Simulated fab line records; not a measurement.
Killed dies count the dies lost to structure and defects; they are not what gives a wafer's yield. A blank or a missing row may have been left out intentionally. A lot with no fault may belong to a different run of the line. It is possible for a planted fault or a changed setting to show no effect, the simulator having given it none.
A struck lot beside a sound one ; flow rit-cmos ; 15 out of 202 route steps
Sound: wafers L662.1, L662.3, L662.4. Struck: wafer L672.3 (L672.2, L672.6, from the same lot, were not struck and are left out); the cause is given at the end.
Per side, at each step with rows, come the tool, then ch with its chambers, and then its first start. Under that, the readings that differ: sound wafers ; struck wafers ; difference of the means ; sigmas: that difference in standard deviations of wafers without a fault.
alike: same words and numbers on both sides, and readings whose means sit less than 2 such deviations apart. not compared: any withheld reading, any reading some wafer has no value for, any bound like >300 that may hide the same value, and any number with overlapping values for which the record gives no deviation.
A row with sigmas, a row that says differs or no value, or rows on one side alone: a step with any of these is where the two part. Non-overlapping numbers with no deviation appear without sigmas and do not part them. A reading missing from all wafers of one side parts the sides only when that side holds two or more wafers.

RIT_M1_SPUTTER_00: material Al, target thk 400 nm, time 500 s.
  struck on pvd-sputter-03, day 8 02:19; sound on pvd-sputter-03, day 5 18:21
  alike: throttle-valve-pct
RIT_M1_RS_MEAS_01: measures by four-point-probe.
  struck on film-metro-03, day 8 02:38; sound on film-metro-04, day 5 18:39
  alike: M1_AL_RS
RIT_M1_THK_MEAS_02: measures by xrf.
  struck on film-metro-03, day 8 02:44; sound on film-metro-04, day 5 18:46
  alike: M1_AL_THK
then, 6 steps without rows for these wafers: RIT_M1_HMDS_03 (prime time 60 s); RIT_M1_COAT_04 (resist thk 1300 nm); RIT_M1_SOFTBAKE_05 (time 60 s); RIT_M1_EXPOSE_06 (exposes mask M12, target cd 2600 nm); RIT_M1_PEB_07; RIT_M1_DEVELOP_08 (develop time 68 s).
RIT_M1_CD_MEAS_09: target cd 2600 nm.
  struck on cd-sem-01, day 8 03:56; sound on cd-sem-02, day 5 19:50
  alike: cd-nm
RIT_M1_OVL_MEAS_10:
  struck on overlay-01, day 8 04:02; sound on overlay-02, day 5 19:57
  alike: M1_OVL
then, 1 step without rows for these wafers: RIT_M1_HARDBAKE_11 (time 120 s).
RIT_M1_METAL_ETCH_12: etches Al in Cl2/BCl3, stops on SiO2, time 165 s, target depth 600 nm.
  sound on rie-metal-02 ch 0,1, day 5 20:14; struck on rie-metal-02 ch 0, day 8 04:19
reading;sound;struck;difference;sigmas
oes-product-au (a.u.);0.767 0.762 0.769;0.701;-0.065;-8
model.NOVOLAK_of_M1_COAT_04.thk-nm (nm);805.4 798.6 824.7;760.8;-48.8;
model.M1.feature-depth-nm (nm);421.9 422.8 422.4;424.7;+2.3;
  alike: drypump-motor-current-A, throttle-valve-pct
  not compared: rf-hours-counter-h
then, 1 step without rows for these wafers: RIT_M1_STRIP_13 (strips in nmp, time 600 s).
RIT_M1_PROBE_99:
  struck on prober-02, day 8 06:50; sound on prober-02, day 5 22:31
reading;sound;struck;difference;sigmas
model.etest.antenna-m1.vt-shift-v (V);-0.01288 -0.009212 -0.01017;-0.01423;-0.00348;
  alike: defect-limited-yield, killed-at-contacts, killed-at-front-end, killed-dies, killed-open, killed-short

== WHERE THEY PART ==
RIT_M1_METAL_ETCH_12 only, going by this record. Later steps at which nothing parts them and some readings are alike: RIT_M1_PROBE_99.

WHY: what the simulator had put in
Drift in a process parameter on rie-metal-02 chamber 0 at RIT_M1_METAL_ETCH_12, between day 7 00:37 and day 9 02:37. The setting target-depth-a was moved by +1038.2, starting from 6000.
